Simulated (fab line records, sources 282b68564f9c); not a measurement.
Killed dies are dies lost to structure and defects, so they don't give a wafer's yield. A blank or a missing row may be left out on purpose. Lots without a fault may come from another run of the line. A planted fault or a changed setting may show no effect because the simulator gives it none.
Chamber matching | flow rit_cmos | RIT_CONTACT_CVD_00 on pecvd-03: 3 sister chambers
The step deposits SiO2 from TEOS, target thk 400 nm, time 61 s. 6 wafers are shown with their chamber, then 7 later ones without.

WAFERS WITH THEIR CHAMBER
wafer  | chamber | heater_power_w (W)
L074.4 | 1       | 306
L077.4 | 1       | 298
L080.4 | 2       | 282
L080.6 | 0       | 320
L086.1 | 2       | 288
L086.4 | 0       | 312

WAFERS WITHOUT THEIR CHAMBER
wafer  | heater_power_w (W)
L086.6 | 299
L089.2 | 273
L089.3 | 280
L089.4 | 251
L092.2 | 321
L092.4 | 329
L092.5 | 321

WHICH CHAMBER EACH WENT THROUGH
wafer  | from the rows above | in truth
L086.6 | 1                   | 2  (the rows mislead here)
L089.2 | 2                   | 2
L089.3 | 2                   | 2
L089.4 | 2                   | 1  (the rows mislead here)
L092.2 | 0                   | 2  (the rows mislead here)
L092.4 | 0                   | 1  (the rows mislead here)
L092.5 | 0                   | 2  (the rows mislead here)
Placed correctly: 2 of 7. Can't be placed from these rows: 0. Placed wrongly: 5.
How it was worked out, from the rows above alone: a wafer's distance from a chamber is the root of the sum, over the readings, of the square of ((its reading less the chamber's mean) divided by the reading's scatter). The wafer belongs to the nearest chamber; if the next one is less than 2 further off, it can't be placed. A chamber's mean is the mean of its shown wafers. The scatter: the root of (the sum of the squares of (reading less its chamber's mean) over the shown wafers, divided by (wafers less chambers)).
